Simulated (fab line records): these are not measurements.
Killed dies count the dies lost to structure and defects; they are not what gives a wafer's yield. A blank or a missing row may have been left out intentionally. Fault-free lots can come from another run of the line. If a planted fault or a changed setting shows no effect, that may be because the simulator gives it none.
2 desks looking at one fault ; flow rit-cmos ; each desk has only its own numbers; what lay behind them comes last

## METROLOGY DESK
Lot by lot, what the gauges showed, no matter which tool ran the lot: averages of those sampled wafers that carry a number. If a lot's mean is further than 4 standard deviations from the usual mean, the lot is out of limits and carries the mark OUT (the distance appears in the brackets).
Columns: A = PWELL_TW at RIT_PWELL_TW_MEAS_10, usual 941; B = PWELL_RS at RIT_WELLDRIVE_RS_MEAS_02, usual 429.9 ohm/sq
lot;first seen here;A;B
L716;day 2 06:20;933;430.5
L717;day 2 10:08;945;431.2
L718;day 2 13:56;946;430.2
L719;day 2 19:55;941;430.8
L720;day 2 23:47;947;430.0
L721;day 3 05:59;936;430.3
L725;day 4 02:27;947;429.1
L727;day 4 10:43;1057 (+17) OUT;341.9 (-73) OUT
L729;day 4 22:29;1056 (+17) OUT;342.8 (-73) OUT
L731;day 5 07:29;937;430.8
L732;day 5 11:26;936;430.2
L734;day 5 22:41;940;429.8
L736;day 6 07:29;933;429.3
L737;day 6 13:22;929;429.0
This desk reports L727, L729 out of limits; the earliest was L727 at day 4 10:43 (PWELL_TW at RIT_PWELL_TW_MEAS_10). In limits: L716, L717, L718, L719, L720, L721, L725, L731, L732, L734, L736, L737.

## THE TOOL OWNER'S DESK: implanter-03
The tool's own readings at RIT_PWELL_IMPLANT_08: means of the sampled wafers that have a number, for each lot that ran on this tool. If a lot's mean is further than 4 standard deviations from the usual mean, the lot is out of limits and carries the mark OUT (the distance appears in the brackets).
Columns: A = dose-ions-cm2 at RIT_PWELL_IMPLANT_08, usual 7e+13; B = faraday-current-uA at RIT_PWELL_IMPLANT_08, usual 222
lot;first seen here;A;B
L716;day 2 06:01;7e+13;221
L718;day 2 13:37;7e+13;221
L720;day 2 23:29;7e+13;223
L727;day 4 10:24;1e+14 (+99 or more) OUT;320 (+22) OUT
L729;day 4 22:10;1e+14 (+99 or more) OUT;317 (+21) OUT
This desk finds L727, L729 out of limits, L727 being first, at day 4 10:24 (dose-ions-cm2 at RIT_PWELL_IMPLANT_08). In limits: L716, L718, L720.

## BROUGHT TOGETHER
The tool owner's desk had the chance to raise an alarm at day 4 10:24 on L727, L729.
The metrology desk could have raised an alarm at day 4 10:43, on L727, L729.
All the named lots went through RIT_PWELL_IMPLANT_08 on implanter-03.

## WHAT THE SIMULATOR PUT IN
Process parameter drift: implanter-03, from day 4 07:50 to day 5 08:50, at RIT_PWELL_IMPLANT_08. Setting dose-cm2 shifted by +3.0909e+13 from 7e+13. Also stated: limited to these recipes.
Shown lots that were struck: L727, L729.
Time in hours from fault onset to the first out-of-limits reading at each desk: tool owner's desk 3, metrology desk 3.
